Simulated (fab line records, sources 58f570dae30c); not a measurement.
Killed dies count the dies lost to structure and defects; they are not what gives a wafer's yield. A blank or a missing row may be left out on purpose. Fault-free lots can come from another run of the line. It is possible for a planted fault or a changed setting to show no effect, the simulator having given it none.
Commonality check across tools	flow berkeley-cmos170	13 lots, 51 wafers sampled

WHAT PROMPTED THE OPENING
4 of 13 lots carry a flag on the reading PWELL_NITRIDE_THK at UCB170_PWELL_THK_MEAS_06. No-fault wafers: 220.4 nm, standard deviation 2.2.
Rule: flag the lot when none of its wafers has a number, or when each of its wafers that has one lies beyond 4 standard deviations from that mean. The other lots count as sound.

lot	measured	on	PWELL_NITRIDE_THK (nm), wafer by wafer	flag
L949	day 2 19:40	film-metro-03	217.8 218.4 218.6	
L950	day 3 06:55	film-metro-03	223.7 222.0 222.9	
L951	day 3 06:55	film-metro-04	220.8 221.6 221.9	
L952	day 3 17:23	film-metro-02	172.3 173.8 174.9 172.1 173.5 174.8	FLAGGED
L954	day 4 05:29	film-metro-02	171.4 172.4 171.4 171.3 172.5 171.4	FLAGGED
L955	day 4 05:29	film-metro-03	172.6 171.4 170.9 172.4 171.4 170.9	FLAGGED
L956	day 4 12:49	film-metro-02	172.0 171.0 172.1 172.0 171.1 172.1	FLAGGED
L962	day 5 20:22	film-metro-04	219.5 217.2 219.7	
L963	day 5 20:23	film-metro-03	219.6 218.4 218.4	
L964	day 6 03:22	film-metro-04	219.2 220.9 217.7	
L966	day 6 12:03	film-metro-03	220.4 220.6 219.4	
L967	day 6 12:03	film-metro-04	218.9 219.0 219.3	
L969	day 7 02:29	film-metro-03	218.3 217.0 217.2	
The numbers of the flagged lots are 172.2 nm on average: -48.2 nm against the usual, or -22 standard deviations.

WHICH TOOL RAN EACH LOT
The record holds 1 process step before the reading, out of a route of 331 steps. In each cell: the tool, then ch and the chambers that the sampled wafers went through, then the start.
lot	flag	UCB170_PWELL_CVD_05
L949		lpcvd-01 ch 1, day 2 17:45
L950		lpcvd-01 ch 0, day 3 05:00
L951		lpcvd-01 ch 1, day 3 05:00
L952	FLAGGED	lpcvd-01 ch 1, day 3 15:29
L954	FLAGGED	lpcvd-01 ch 1, day 4 03:34
L955	FLAGGED	lpcvd-01 ch 0, day 4 03:34
L956	FLAGGED	lpcvd-01 ch 1, day 4 10:53
L962		lpcvd-02 ch 1, day 5 18:27
L963		lpcvd-02 ch 1, day 5 18:27
L964		lpcvd-02 ch 0, day 6 01:26
L966		lpcvd-02 ch 0, day 6 10:08
L967		lpcvd-02 ch 0, day 6 10:08
L969		lpcvd-02 ch 0, day 7 00:33
What the steps here do:
- UCB170_PWELL_CVD_05: deposits Si3N4 from SiH2Cl2/NH3, target thk 220 nm, time 3300 s.
- UCB170_PWELL_THK_MEAS_06

FLAGGED AGAINST TOTAL, ONE TOOL AT A TIME (gauges that did the reading follow at the end)
step	tool	lots run	flagged	share of the flagged lots	sound lots run after its first flagged lot
UCB170_PWELL_CVD_05	lpcvd-01	7	4	all	0
UCB170_PWELL_CVD_05	lpcvd-02	6	0	none	-
UCB170_PWELL_THK_MEAS_06	film-metro-02	3	3	some	0
UCB170_PWELL_THK_MEAS_06	film-metro-03	6	1	some	3 (L963,L966,L969)
UCB170_PWELL_THK_MEAS_06	film-metro-04	4	0	none	-

WHAT IS ALLOWED BY THE TABLE
In the table, 1 row covers all flagged lots: lpcvd-01 at UCB170_PWELL_CVD_05.
- lpcvd-01 at UCB170_PWELL_CVD_05: 4 of its 7 lots flagged. It ran its last sound lot, L950, at day 3 05:00 and its first flagged lot, L952, at day 3 15:29: a fault with its onset between the two fits.
Left over: one tool, lpcvd-01 at UCB170_PWELL_CVD_05.

WHAT THE SIMULATOR HAD PUT IN
Site profile drift: lpcvd-01, from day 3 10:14 on, at UCB170_PWELL_CVD_05. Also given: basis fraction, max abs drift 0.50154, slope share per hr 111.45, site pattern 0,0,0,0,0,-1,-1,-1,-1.
Struck lots among those shown: L952, L954, L955, L956. The rule above found the same.
